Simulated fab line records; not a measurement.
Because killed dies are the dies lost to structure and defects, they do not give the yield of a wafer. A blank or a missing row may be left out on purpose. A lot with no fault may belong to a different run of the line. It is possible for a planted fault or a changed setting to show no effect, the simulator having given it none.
Matching of chambers    flow berkeleyCmos170    UCB170_SPACER_CVD_00 on pecvd-03: 3 sister chambers
The step deposits SiO2 from TEOS/O2, target thk 376 nm, time 47 s. 3 wafers are shown with their chamber, then 7 later ones without.

WAFERS WITH THEIR CHAMBER
wafer   chamber  heaterPowerW (W)
L710.3  0        203
L720.1  1        417
L720.2  2        285

WAFERS MISSING THEIR CHAMBER
wafer   heaterPowerW (W)
L720.6  427
L726.1  293
L726.4  307
L726.6  414
L728.1  204
L728.3  276
L728.4  289

CHAMBER TAKEN BY EACH
wafer   from the rows above  in truth
L720.6  1                    1
L726.1  2                    2
L726.4  2                    2
L726.6  1                    1
L728.1  0                    0
L728.3  2                    2
L728.4  2                    2
Placed correctly: 7 of 7. Number that these rows cannot place: 0. Number placed wrongly: 0.
How it was worked out, from the rows above alone: a wafer's distance from a chamber is the root of the sum, over the readings, of the square of ((its reading less the chamber's mean) divided by the reading's scatter). The wafer belongs to the nearest chamber; if the next one is less than 2 further off, it can't be placed. A chamber's mean is the mean of its shown wafers. The scatter: root of mean squared gap, hidden wafer to nearest shown wafer, with one shown wafer a chamber.
